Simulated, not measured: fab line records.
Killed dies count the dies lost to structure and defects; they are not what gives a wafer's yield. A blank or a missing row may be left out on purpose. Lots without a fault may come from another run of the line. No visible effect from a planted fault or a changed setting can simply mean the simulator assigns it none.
8D (eight disciplines) problem report, filled in by code    flow rit cmos    the parts of the form that need people (team, actions taken, sign-off) are left out

1. WHAT WENT WRONG
Wafers free of any fault read 0.6 nm (standard deviation 1.5) for PWELL_OVL at RIT_PWELL_OVL_MEAS_06, against a mean of 362.5 nm on 12 wafers of 4 lots. So: +99 or more standard deviations from the usual mean.
The first sign was on wafer L749.2 at day 5 10:56, on overlay-01. At this step, 48 wafers from 16 lots have a number in the record. By rule, "out" or "out of limits" means more than 4 standard deviations away from the usual mean. Any other wafer with a number is counted as sound.

2. WHAT IT IS, AND WHAT IT ISN'T
question                     is                      is not
which readings at this step  PWELL_OVL               -
which lots                   L749, L750, L751, L752  L732, L733, L735, L736, L737, L739, L740, L741, L742, L743, L748, L755
which wafers of those lots   all that have a number  -
read on which gauges         overlay-01, overlay-02  -
when                         from day 5 10:56        up to then (33 sound wafers); but 3 sound wafers of L755 came after

3. SUSPECTS, AND WHAT RULES EACH OUT
Counting: a tool stays on the suspect list if, at a process step up to the reading, it processed all lots that are out and no sound lot following the first of them.
- the gauge at RIT_PWELL_OVL_MEAS_06 is ruled out. The wafers that are out were read on 2 gauges (overlay-01, overlay-02).
- iline stepper-01 at RIT_PWELL_EXPOSE_03 (exposes mask M3, target cd 43700 nm): kept. It processed each lot that is out, first L749 at day 5 10:32, and no sound lot thereafter; up to then, the last sound lot it processed was L748 at day 5 07:05.
Remaining after the count: iline stepper-01 at RIT_PWELL_EXPOSE_03.

4. THE CAUSE (what the simulator had put in)
Scanner matching overlay: iline stepper-01, from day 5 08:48 on, at RIT_PWELL_EXPOSE_03. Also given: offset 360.
After counting, this tool was the only one left.

5. THE CHAIN OF EFFECTS, in route order
Each row: a reading where the mean over the struck wafers with a number is more than 3 standard deviations away from the usual. Readings are gone through only where the record gives a usual standard deviation; hours: the median, over the lots, of the time from a lot's start at the first step in this table giving one to that lot's start at this step; sigmas: the change measured in usual standard deviations.
hours  step                   reading    usual   on struck wafers  change  sigmas
0      RIT_PWELL_OVL_MEAS_06  PWELL_OVL  0.6 nm  362.5             +361.9  +99 or more

6. HOW IT WOULD HAVE BEEN CAUGHT EARLIER
In this record the first reading out of limits at a measuring or inspecting step was taken at day 5 10:56, 2 hours after the fault began at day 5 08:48.
An alarm limit of 4 standard deviations would not have fired on the tool readings at RIT_PWELL_EXPOSE_03 for which the record gives a usual standard deviation, since none of them was out on any struck wafer.
Of the lots that are out (4), L750, L751, L752 began RIT_PWELL_EXPOSE_03 on iline stepper-01 after day 5 10:56. A hold on the tool at that time would have spared those 3.
